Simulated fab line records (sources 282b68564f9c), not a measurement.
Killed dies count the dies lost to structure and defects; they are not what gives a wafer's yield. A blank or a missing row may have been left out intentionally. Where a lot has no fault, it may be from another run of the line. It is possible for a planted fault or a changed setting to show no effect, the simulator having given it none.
One fault seen from 2 desks :: flow rit cmos :: what lay behind the numbers comes last; until then each desk has only its own

== THE METROLOGY DESK ==
What the gauges read, lot by lot, whatever tool the lot ran on: means of the sampled wafers that have a number. If a lot's mean is further than 4 standard deviations from the usual mean, the lot is out of limits and carries the mark OUT (the distance appears in the brackets).
Columns: A = SILICIDE_TI_RS at RIT_SILICIDE_RS_MEAS_02, usual 49.6 ohm/sq; B = SILICIDE_TI_THK at RIT_SILICIDE_THK_MEAS_03, usual 28.9 nm
lot: L357
first seen here: day 3 05:46
A: 49.4
B: 29.2

lot: L358
first seen here: day 3 08:47
A: 49.4
B: 29.2

lot: L360
first seen here: day 3 18:04
A: 49.2
B: 29.0

lot: L361
first seen here: day 4 03:25
A: 49.2
B: 29.3

lot: L363
first seen here: day 4 11:56
A: 50.8
B: 28.4

lot: L364
first seen here: day 4 14:56
A: 50.3
B: 28.7

lot: L365
first seen here: day 4 22:20
A: 49.1
B: 29.3

lot: L366
first seen here: day 5 04:31
A: 50.8
B: 28.3

lot: L367
first seen here: day 5 06:25
A: 49.3
B: 29.1

lot: L368
first seen here: day 5 13:35
A: 49.5
B: 29.0

lot: L369
first seen here: day 5 20:49
A: 50.7
B: 28.1

lot: L370
first seen here: day 5 22:53
A: 50.2
B: 28.5

lot: L373
first seen here: day 6 12:31
A: 129.8 (+99 or more) OUT
B: 17.2 (-29) OUT
This desk finds L373 out of limits, with the earliest case on L373 at day 6 12:31 (SILICIDE_TI_RS at RIT_SILICIDE_RS_MEAS_02). L357, L358, L360, L361, L363, L364, L365, L366, L367, L368, L369, L370 stayed within limits.

== THE TOOL OWNER'S DESK: pvd sputter-02 ==
The tool's own readings at RIT_SILICIDE_SPUTTER_01 (material Ti, target thk 30 nm, time 234.8 s): means of the sampled wafers that have a number, for each lot that ran on this tool. If a lot's mean is further than 4 standard deviations from the usual mean, the lot is out of limits and carries the mark OUT (the distance appears in the brackets).
Columns: A = throttle valve pct at RIT_SILICIDE_SPUTTER_01, usual 29.4 %
lot: L358
first seen here: day 3 08:37
A: 28.6

lot: L360
first seen here: day 3 17:53
A: 30.0

lot: L363
first seen here: day 4 11:47
A: 29.2

lot: L365
first seen here: day 4 22:10
A: 29.5

lot: L367
first seen here: day 5 06:16
A: 29.3

lot: L369
first seen here: day 5 20:40
A: 30.0

lot: L373
first seen here: day 6 12:22
A: 29.2
This desk's verdict: no lot among the 7 shows anything out of limits.

== PUT TOGETHER ==
L373 would have let the metrology desk raise an alarm at day 6 12:31.
The tool owner's desk saw nothing out of limits.
On record at the tool owner's desk: L373, within its limits.
On pvd sputter-02, each named lot ran RIT_SILICIDE_SPUTTER_01.

== WHAT THE SIMULATOR PUT IN ==
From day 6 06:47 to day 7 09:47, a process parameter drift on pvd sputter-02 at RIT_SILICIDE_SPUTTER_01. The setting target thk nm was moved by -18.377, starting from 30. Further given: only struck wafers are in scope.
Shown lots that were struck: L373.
Delay in hours, fault start to first out-of-limits reading, per desk: metrology desk 6.
